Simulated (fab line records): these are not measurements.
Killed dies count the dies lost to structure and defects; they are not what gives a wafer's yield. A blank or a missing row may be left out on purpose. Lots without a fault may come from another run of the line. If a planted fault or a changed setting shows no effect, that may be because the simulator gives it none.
A lot that was struck, set against a sound lot :: flow rit cmos :: 17 out of 202 route steps
Sound: the wafers L200.3, L200.5, L200.6. Wafers L204.1, L204.3, L204.4 were the ones struck. The cause is named last.
At each step with rows: each side's tool, then ch and its chambers, then its first start. Under that, the readings that differ: sound wafers :: struck wafers :: difference of the means :: sigmas: that difference in standard deviations of wafers without a fault.
alike: a reading whose means differ by less than 2 such deviations, as well as words and numbers matching on both sides. not compared: withheld readings; readings where some wafer has no value; bounds like >300 that might hide an equal value; numbers whose values overlap and for which the record gives no deviation.
Wherever a step has rows on one side only, a row that says differs or no value, or a row with sigmas, the two part there. When numbers do not overlap yet have no deviation, they are printed without sigmas and do not part them. A reading missing from all wafers of one side parts the sides only when that side holds two or more wafers.

first, 4 steps without rows for these wafers: RIT_NLDD_SOFTBAKE_02 (time 60 s); RIT_NLDD_EXPOSE_03 (exposes mask M7, target cd 40700 nm); RIT_NLDD_PEB_04; RIT_NLDD_DEVELOP_05 (develop time 50 s).
RIT_NLDD_OVL_MEAS_06:
  sound on overlay-01 at day 2 22:33; struck on overlay-01 at day 3 18:04
  alike: NLDD_OVL
then, 2 steps without rows for these wafers: RIT_NLDD_HARDBAKE_07 (time 60 s); RIT_NLDD_IMPLANT_08.
RIT_NLDD_STRIP_09: strips in O2, time 180 s.
  sound on plasma asher-02 ch 0,1, day 2 22:56; struck on plasma asher-02 ch 0,1, day 3 18:40
  alike: drypump motor current A, o2 flow sccm
  not compared: rf hours counter h
RIT_NLDD_TW_MEAS_10:
  sound on film metro-01 at day 2 23:04; struck on film metro-01 at day 3 18:50
  alike: NLDD_TW
then, 3 steps without rows for these wafers: RIT_PLDD_HMDS_00 (prime time 60 s); RIT_PLDD_COAT_01 (resist thk 1000 nm); RIT_PLDD_SOFTBAKE_02 (time 60 s).
RIT_PLDD_EXPOSE_03: exposes mask M8, target cd 40900 nm.
  sound on iline stepper-01 ch 0, day 2 23:44; struck on iline stepper-02 ch 0, day 3 19:20
reading: model.PLDD.overlay x nm (nm)
sound: -0.009305 -0.009305 -0.009305
struck: 6754 6754 6754
difference: +6754
sigmas: 
  alike: mask, stage vel mm s
then, 2 steps without rows for these wafers: RIT_PLDD_PEB_04; RIT_PLDD_DEVELOP_05 (develop time 50 s).
RIT_PLDD_OVL_MEAS_06:
  sound on overlay-02 at day 3 00:06; struck on overlay-01 at day 3 19:56
reading: PLDD_OVL (nm)
sound: 1.1 0.2 0.1
struck: - - -
difference: no value on the struck wafers
sigmas: 
  not compared: hold
RIT_M1_PROBE_99:
  the record has rows for the sound wafers here (prober-02, day 3 14:04) and none for the struck ones

== WHERE THEY PART ==
First at RIT_PLDD_OVL_MEAS_06; last, within this record, at RIT_M1_PROBE_99.

WHY: whatever the simulator had introduced
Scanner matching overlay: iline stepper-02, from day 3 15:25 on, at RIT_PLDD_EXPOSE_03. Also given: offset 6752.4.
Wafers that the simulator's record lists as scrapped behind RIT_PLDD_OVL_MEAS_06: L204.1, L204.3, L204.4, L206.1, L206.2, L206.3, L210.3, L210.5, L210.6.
